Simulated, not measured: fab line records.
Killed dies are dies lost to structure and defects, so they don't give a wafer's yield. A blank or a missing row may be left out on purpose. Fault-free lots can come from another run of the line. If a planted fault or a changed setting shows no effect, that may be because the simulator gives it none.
Which tool was responsible? :: flow berkeleyCmos170 :: Sampling: 7 lots, 19 wafers, 2 of 331 route steps

WHAT EACH GAUGE READ, for each wafer
UCB170_NSD_CD_MEAS_06: target cd 1200 nm.
lot: L751
measured: day 8 09:07
on: cdSem-02
cdNm (nm): 1202.0 1201.3 1201.2

lot: L754
measured: day 8 17:05
on: cdSem-01
cdNm (nm): 1201.8 1200.2 1200.9

lot: L756
measured: day 9 11:37
on: cdSem-01
cdNm (nm): 1200.1 1200.7 1199.5

lot: L757
measured: day 9 20:47
on: cdSem-01
cdNm (nm): 1200.7 1200.5 1200.4

lot: L762
measured: day 10 11:11
on: cdSem-02
cdNm (nm): 1201.8

lot: L764
measured: day 10 22:28
on: cdSem-02
cdNm (nm): 1201.6 1201.2 1201.0

lot: L768
measured: day 12 02:10
on: cdSem-02
cdNm (nm): 1200.2 1200.0 1200.3

WHAT TOOL EACH LOT RAN ON (gives the tool, then ch and the chambers of the sampled wafers, and finally the start)
lot: L751
UCB170_NLDD_STRIP_10: plasmaAsher-03 ch 0,1, day 7 19:17

lot: L754
UCB170_NLDD_STRIP_10: plasmaAsher-03 ch 0,1, day 8 07:31

lot: L756
UCB170_NLDD_STRIP_10: plasmaAsher-02 ch 0,1, day 8 21:11

lot: L757
UCB170_NLDD_STRIP_10: plasmaAsher-02 ch 0,1, day 9 13:08

lot: L762
UCB170_NLDD_STRIP_10: plasmaAsher-04 ch 1, day 10 03:17

lot: L764
UCB170_NLDD_STRIP_10: plasmaAsher-04 ch 0,1, day 10 11:45

lot: L768
UCB170_NLDD_STRIP_10: plasmaAsher-04 ch 0,1, day 11 15:46
- UCB170_NLDD_STRIP_10: strips in O2.

THE ANSWER, worked out from the rows above alone
Rule: usual is defined by the lots themselves. The widest of any qualifying gaps counts: lots, ordered by their means at a reading, are off when they make up no more than a third of the lots, leave a main group of 4 or more, and stand apart from it by 3 or more times the standard deviation of that group's means. Not used: any main group whose means are identical at the precision the tables above print for the reading. A lot without any number at a reading at which 4 lots or more have one is off too. Any other lot the step has rows for is counted as sound.
No lot is off at any reading shown: from this, nothing can be told.

WHAT WAS PUT IN BY THE SIMULATOR
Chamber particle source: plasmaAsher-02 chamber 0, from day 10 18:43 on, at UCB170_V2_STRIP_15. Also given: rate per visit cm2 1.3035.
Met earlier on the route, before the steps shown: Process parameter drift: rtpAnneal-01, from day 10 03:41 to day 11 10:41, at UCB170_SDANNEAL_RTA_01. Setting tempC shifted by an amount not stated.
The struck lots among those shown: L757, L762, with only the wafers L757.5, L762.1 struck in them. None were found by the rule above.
